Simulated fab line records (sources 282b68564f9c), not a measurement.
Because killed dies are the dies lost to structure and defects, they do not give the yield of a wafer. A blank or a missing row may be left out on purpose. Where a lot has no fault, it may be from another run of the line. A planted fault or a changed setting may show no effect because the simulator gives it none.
Which tool is to blame? | flow rit_cmos | 13 lots with 39 wafers sampled at 2 steps, on a route of 202 steps

== WHAT THE GAUGES SHOWED, per wafer ==
No reading from a measuring or inspecting step in the record can be judged against a usual standard deviation.

== WHICH TOOL RAN EACH LOT (tool, then ch and the chambers of the sampled wafers, then the start) ==
lot  | RIT_M1_ANNEAL_15             | RIT_M1_PROBE_99
L182 | furnace-02 ch 0, day 3 16:31 | prober-02, day 3 18:14
L183 | furnace-02 ch 0, day 3 21:11 | prober-01, day 3 22:48
L184 | furnace-02 ch 0, day 4 00:42 | prober-02, day 4 02:22
L185 | furnace-02 ch 0, day 4 08:43 | prober-01, day 4 10:23
L186 | furnace-02 ch 0, day 4 11:56 | prober-02, day 4 13:33
L187 | furnace-02 ch 0, day 4 15:48 | prober-01, day 4 17:31
L189 | furnace-02 ch 0, day 4 23:37 | prober-02, day 5 01:14
L188 | furnace-02 ch 0, day 5 01:21 | prober-01, day 5 02:58
L190 | furnace-02 ch 0, day 5 04:33 | prober-02, day 5 06:13
L191 | furnace-02 ch 0, day 5 17:46 | prober-01, day 5 19:23
L192 | furnace-02 ch 0, day 5 19:16 | prober-02, day 5 20:59
L193 | furnace-02 ch 0, day 5 21:43 | prober-01, day 5 23:20
L194 | furnace-02 ch 0, day 6 05:28 | prober-01, day 6 07:08
- RIT_M1_ANNEAL_15: time 1839 s.
- RIT_M1_PROBE_99

== WHAT THE TOOLS THEMSELVES READ (means of the sampled wafers that have a number; where no wafer has one, the mark that the record gives instead) ==
RIT_M1_ANNEAL_15. Usual: spike_tc_centre_C 453.2 C, standard deviation 1; spike_tc_load_C 468.7 C, standard deviation 0.97; spike_tc_source_C 465.5 C, standard deviation 1.1; tube_center_temp_C 450.01 C, standard deviation 0.041; tube_center_temp_C_max 451.13, standard deviation 0.18; zone_power_centre_pct 18.40 %, standard deviation 0.19; zone_power_load_pct 6.60 %, standard deviation 0.062; zone_power_source_pct 6.78 %, standard deviation 0.069.
lot  | tool       | spike_tc_centre_C (C) | spike_tc_load_C (C) | spike_tc_source_C (C) | tube_center_temp_C (C) | tube_center_temp_C_max | zone_power_centre_pct (%) | zone_power_load_pct (%) | zone_power_source_pct (%) | flag
L182 | furnace-02 | 453.9                 | 468.4               | 464.8                 | 449.99                 | 451.00                 | 18.27                     | 6.65                    | 6.79                      |
L183 | furnace-02 | 452.8                 | 469.1               | 465.3                 | 450.01                 | 451.07                 | 18.48                     | 6.50                    | 6.81                      |
L184 | furnace-02 | 454.1                 | 468.4               | 465.4                 | 450.03                 | 451.29                 | 18.54                     | 6.63                    | 6.78                      |
L185 | furnace-02 | 454.2                 | 467.4               | 466.1                 | 449.99                 | 451.10                 | 18.33                     | 6.61                    | 6.80                      |
L186 | furnace-02 | 453.6                 | 468.4               | 465.7                 | 450.00                 | 451.13                 | 18.30                     | 6.62                    | 6.84                      |
L187 | furnace-02 | 453.2                 | 468.8               | 465.4                 | 449.98                 | 451.07                 | 18.45                     | 6.54                    | 6.72                      |
L189 | furnace-02 | 453.6                 | 469.3               | 465.4                 | 450.02                 | 451.13                 | 18.30                     | 6.64                    | 6.76                      |
L188 | furnace-02 | 453.0                 | 468.7               | 466.5                 | 450.00                 | 451.06                 | 18.34                     | 6.64                    | 6.74                      |
L190 | furnace-02 | 452.4                 | 469.0               | 464.6                 | 450.02                 | 451.18                 | 18.39                     | 6.63                    | 6.70                      |
L191 | furnace-02 | 487.8                 | 504.9               | 501.5                 | 485.21                 | 486.19                 | 20.25                     | 7.54                    | 7.67                      | OFF
L192 | furnace-02 | 486.7                 | 504.2               | 500.9                 | 485.14                 | 486.48                 | 19.92                     | 7.48                    | 7.58                      | OFF
L193 | furnace-02 | 488.0                 | 504.6               | 500.7                 | 485.17                 | 486.48                 | 20.09                     | 7.48                    | 7.64                      | OFF
L194 | furnace-02 | 488.8                 | 505.3               | 501.5                 | 485.13                 | 486.27                 | 20.04                     | 7.45                    | 7.70                      | OFF

RIT_M1_PROBE_99. Usual: defect_limited_yield 97.4 %, standard deviation 1.1; killed_at_contacts 0.1, standard deviation 0.25; killed_at_front_end 6.8, standard deviation 2.9; killed_dies 6.9, standard deviation 2.9; killed_open 3.3, standard deviation 1.9; killed_short 3.6, standard deviation 1.9.
lot  | tool      | defect_limited_yield (%) | killed_at_contacts | killed_at_front_end | killed_dies | killed_open | killed_short | flag
L182 | prober-02 | 97.7                     | 0.0                | 6.0                 | 6.0         | 2.7         | 3.3          |
L183 | prober-01 | 97.6                     | 0.0                | 6.3                 | 6.3         | 2.7         | 3.7          |
L184 | prober-02 | 97.7                     | 0.3                | 5.7                 | 6.0         | 3.7         | 2.3          |
L185 | prober-01 | 96.7                     | 0.0                | 8.7                 | 8.7         | 3.7         | 5.0          |
L186 | prober-02 | 98.6                     | 0.0                | 3.7                 | 3.7         | 2.7         | 1.0          |
L187 | prober-01 | 96.2                     | 0.3                | 9.7                 | 10.0        | 4.3         | 5.7          |
L189 | prober-02 | 96.4                     | 0.0                | 9.3                 | 9.3         | 4.3         | 5.0          |
L188 | prober-01 | 98.2                     | 0.0                | 4.7                 | 4.7         | 2.3         | 2.3          |
L190 | prober-02 | 98.2                     | 0.0                | 4.7                 | 4.7         | 1.7         | 3.0          |
L191 | prober-01 | 97.2                     | 0.3                | 7.0                 | 7.3         | 4.7         | 2.7          |
L192 | prober-02 | 96.3                     | 0.0                | 9.7                 | 9.7         | 5.0         | 4.7          |
L193 | prober-01 | 98.1                     | 0.0                | 5.0                 | 5.0         | 1.7         | 3.3          |
L194 | prober-01 | 95.7                     | 0.0                | 11.3                | 11.3        | 5.3         | 6.0          |

== THE ANSWER, worked out from the rows above alone ==
Rule: take the mean of a lot's wafers that have a number; if it is more than 3 standard deviations from the usual mean, the lot is off. Also off: a lot with no number at a reading for which 4 or more lots have one. Any other lot the step has rows for is counted as sound. Order of review: gauges by route order, followed by the tools' own readings, for which a lot's mean as printed above is used. At the first step where some lot is off, the reading lying furthest off is the one used; lots without a number count as furthest.
Off: L191, L192, L193, L194 (RIT_M1_ANNEAL_15, tube_center_temp_C).
If a tool, at that step or one of the process steps before it, ran each lot that is off and ran no sound lot following the first of them, it fits. One fits: RIT_M1_ANNEAL_15 on furnace-02. A fault onset in the window from L190 (day 5 04:33, its last sound lot) to L191 (day 5 17:46, its first lot off) fits.
The tool's own readings at RIT_M1_ANNEAL_15 bear it out: on the lots that are off they differ by more than 5 times the standard deviation of the sound lots' means. spike_tc_centre_C reads 487.8 C there against 453.4 C on the sound lots; spike_tc_load_C reads 504.8 C there against 468.6 C on the sound lots; spike_tc_source_C reads 501.1 C there against 465.5 C on the sound lots; tube_center_temp_C reads 485.16 C there against 450.00 C on the sound lots; tube_center_temp_C_max reads 486.36 there against 451.11 on the sound lots; zone_power_centre_pct reads 20.07 % there against 18.38 % on the sound lots; zone_power_load_pct reads 7.49 % there against 6.61 % on the sound lots; zone_power_source_pct reads 7.65 % there against 6.77 % on the sound lots.

== WHAT WAS PUT IN BY THE SIMULATOR ==
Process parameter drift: furnace-02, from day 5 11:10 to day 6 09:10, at RIT_M1_ANNEAL_15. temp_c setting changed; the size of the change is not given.
Struck lots among those shown: L191, L192, L193, L194. The rule given above showed the same thing.
